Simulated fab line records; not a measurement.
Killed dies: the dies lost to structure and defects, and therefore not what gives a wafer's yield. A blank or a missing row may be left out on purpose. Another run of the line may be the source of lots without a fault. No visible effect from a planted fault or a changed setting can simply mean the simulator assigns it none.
A single fault, viewed from 2 desks ; flow berkeley cmos170 ; each desk holds nothing but its own numbers, with what lay behind them at the end

== THE TOOL OWNER'S DESK: krf scanner-02 ==
The tool's own readings at UCB170_M1_EXPOSE_06 (exposes mask METAL1, target cd 700 nm): means of the sampled wafers that have a number, for each lot that ran on this tool. Any lot whose mean is over 4 standard deviations away from the usual mean is out of limits and marked OUT; that distance is given in the brackets.
Columns: A = stage vel mm s at UCB170_M1_EXPOSE_06, usual 499.98 mm/s
lot;first seen here;A
L856;day 8 05:28;499.96
L861;day 9 02:16;499.73
L862;day 9 21:36;500.11
L867;day 11 00:11;500.23
L870;day 11 02:29;500.42
L868;day 11 03:04;499.98
L869;day 11 03:16;500.11
L871;day 11 16:46;499.83
Finding of this desk: none of the 8 lots has anything out of limits.

== FROM THE METROLOGY DESK ==
What the gauges read, lot by lot, whatever tool the lot ran on: means of the sampled wafers that have a number. Any lot whose mean is over 4 standard deviations away from the usual mean is out of limits and marked OUT; that distance is given in the brackets.
Columns: A = CONTACT_OVL at UCB170_CONTACT_OVL_MEAS_16, usual 3 nm; B = M1_OVL at UCB170_M1_OVL_MEAS_10, usual -1 nm
lot;first seen here;A;B
L857;day 8 02:14;9;-4
L856;day 8 03:27;0;1
L859;day 8 14:32;6;-5
L861;day 9 00:49;2;3
L860;day 9 00:56;3;-2
L863;day 9 19:57;2;-4
L862;day 9 20:11;1;0
L865;day 10 22:26;13;-5
L867;day 10 22:42;-2;-1
L870;day 11 01:09;7;-8
L868;day 11 01:25;2;131 (+27) OUT
L869;day 11 01:41;3;129 (+27) OUT
L866;day 11 01:56;1;-2
L871;day 11 15:00;-1;132 (+27) OUT
L878;day 13 08:13;-3;1
This desk reports L868, L869, L871 out of limits; the earliest was L868 at day 11 03:40 (M1_OVL at UCB170_M1_OVL_MEAS_10). L857, L856, L859, L861, L860, L863, L862, L865, L867, L870, L866, L878: within limits.

== PUT TOGETHER ==
Metrology desk: alarm possible at day 11 03:40 on L868, L869, L871.
The tool owner's desk saw nothing out of limits.
On record at the tool owner's desk: L868, L869, L871, within its limits.
Of the lots named, all ran UCB170_M1_EXPOSE_06 on krf scanner-02.

== WHAT THE SIMULATOR PUT IN ==
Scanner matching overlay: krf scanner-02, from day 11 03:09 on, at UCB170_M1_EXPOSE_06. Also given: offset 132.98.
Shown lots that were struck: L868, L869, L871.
Time in hours between the start of the fault and the first out-of-limits reading at each desk: metrology desk, 1.
